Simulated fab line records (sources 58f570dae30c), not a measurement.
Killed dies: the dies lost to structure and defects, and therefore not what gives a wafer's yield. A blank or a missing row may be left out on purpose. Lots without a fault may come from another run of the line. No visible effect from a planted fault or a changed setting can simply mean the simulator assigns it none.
One fault through the eyes of 2 desks | flow berkeleyCmos170 | every desk sees just its own numbers, and what lay behind them comes last

THE METROLOGY DESK
Means of the sampled wafers that have a number, per lot and without regard to the tool the lot ran on: this is what the gauges read. Any lot whose mean is over 4 standard deviations away from the usual mean is out of limits and marked OUT; that distance is given in the brackets.
Columns: A = PWELL_OXIDE_THK at UCB170_PWELL_THK_MEAS_03, usual 26.2 nm; B = PFIELD_TW at UCB170_PFIELD_TW_MEAS_09, usual 601
lot  | first seen here | A    | B
L784 | day 2 20:38     | 26.4 | 593
L783 | day 2 20:39     | 26.6 | 610
L785 | day 3 03:13     | 26.1 | 604
L787 | day 3 11:01     | 26.0 | 600
L786 | day 3 11:02     | 26.4 | 598
L788 | day 3 12:23     | 26.6 | 608
L789 | day 3 22:17     | 26.2 | 597
L790 | day 4 03:08     | 25.6 | 601
L791 | day 4 08:49     | 26.3 | 600
L792 | day 4 14:20     | 26.9 | 609
L793 | day 4 21:55     | 25.5 | 610
L794 | day 4 21:56     | 25.8 | 599
L801 | day 6 07:50     | 25.9 | 597
L803 | day 7 01:48     | 27.2 | 602
This desk found nothing out of limits on any of the 14 lots.

DESK OF THE TOOL OWNER: plasmaAsher-04
The tool's own readings at UCB170_PFIELD_STRIP_08 (strips in O2): means of the sampled wafers that have a number, for each lot that ran on this tool. Any lot whose mean is over 4 standard deviations away from the usual mean is out of limits and marked OUT; that distance is given in the brackets.
Columns: A = chamberPressureMTorr at UCB170_PFIELD_STRIP_08, usual 3500 mTorr; B = drypumpMotorCurrentA at UCB170_PFIELD_STRIP_08, usual 5.77 A; C = oesProductAu at UCB170_PFIELD_STRIP_08, usual 0.734 a.u.; D = stripTimeToEndpointS at UCB170_PFIELD_STRIP_08, usual 21.62 s
lot  | first seen here | A    | B    | C     | D
L783 | day 4 09:59     | 3500 | 5.71 | 0.734 | 21.58
L787 | day 5 07:16     | 3501 | 5.66 | 0.730 | 21.63
L792 | day 6 11:20     | 3499 | 5.78 | 0.731 | 21.65
This desk found nothing out of limits on any of the 3 lots.

BROUGHT TOGETHER
At the metrology desk, nothing out of limits was observed.
The tool owner's desk saw nothing out of limits.

WHAT THE SIMULATOR HAD INSERTED
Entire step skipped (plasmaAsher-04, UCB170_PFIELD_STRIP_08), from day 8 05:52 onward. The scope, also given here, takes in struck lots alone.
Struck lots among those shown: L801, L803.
